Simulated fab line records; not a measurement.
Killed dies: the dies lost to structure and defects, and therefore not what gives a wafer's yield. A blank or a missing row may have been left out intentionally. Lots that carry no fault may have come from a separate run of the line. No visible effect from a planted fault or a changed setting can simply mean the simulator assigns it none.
2 desks, one fault | flow ritCmos | every desk sees just its own numbers, and what lay behind them comes last

AT THE METROLOGY DESK
What the gauges read, lot by lot, whatever tool the lot ran on: means of the sampled wafers that have a number. A lot is out of limits, marked OUT, if its mean lies more than 4 standard deviations from the usual mean; the brackets give that distance.
Columns: A = FIELD_OXIDE_LEFT_1_THK at RIT_FOX2_THK_MEAS_90, usual 322 nm; B = FIELD_OXIDE_LEFT_2_THK at RIT_FOX2_THK_MEAS_91, usual 254 nm
lot  | first seen here | A   | B
L796 | day 2 01:39     | 326 | 258
L797 | day 2 07:32     | 326 | 258
L798 | day 2 11:39     | 333 | 265
L799 | day 2 16:56     | 321 | 252
L800 | day 2 21:20     | 325 | 258
L801 | day 3 03:38     | 318 | 249
L802 | day 3 11:41     | 327 | 260
L804 | day 3 17:56     | 324 | 256
L805 | day 3 23:13     | 319 | 250
L806 | day 4 04:53     | 313 | 245
L807 | day 4 09:29     | 317 | 248
L811 | day 5 06:08     | 307 | 239
L812 | day 5 09:47     | 304 | 236
L816 | day 6 06:20     | 324 | 255
This desk's finding: nothing out of limits on any of the 14 lots.

THE TOOL OWNER'S DESK: wetBench-04
The tool's own readings at RIT_FOX2_CLEAN_02 (cleans in dHF, time 180 s): means of the sampled wafers that have a number, for each lot that ran on this tool. A lot is out of limits, marked OUT, if its mean lies more than 4 standard deviations from the usual mean; the brackets give that distance.
Columns: A = runLengthS at RIT_FOX2_CLEAN_02, usual 206.2 s
lot  | first seen here | A
L796 | day 2 00:46     | 203.8
L797 | day 2 06:42     | 205.5
L798 | day 2 10:49     | 205.6
L801 | day 3 02:48     | 210.6
L811 | day 5 05:19     | 383.1 (+71) OUT
L812 | day 5 08:58     | 386.6 (+72) OUT
This desk's verdict: out of limits on L811, L812, starting with L811 at day 5 05:19 (runLengthS at RIT_FOX2_CLEAN_02). Within limits: L796, L797, L798, L801.

TAKEN TOGETHER
The tool owner's desk could have raised an alarm at day 5 05:19, on L811, L812.
The metrology desk saw nothing out of limits.
The metrology desk holds a record of L811, L812, inside its limits.
All the named lots went through RIT_FOX2_CLEAN_02 on wetBench-04.

WHAT WAS PUT IN BY THE SIMULATOR
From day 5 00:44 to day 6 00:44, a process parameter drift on wetBench-04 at RIT_FOX2_CLEAN_02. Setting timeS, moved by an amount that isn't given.
Struck lots among those shown: L811, L812.
Delay in hours, fault start to first out-of-limits reading, by desk: the tool owner's desk at 5.
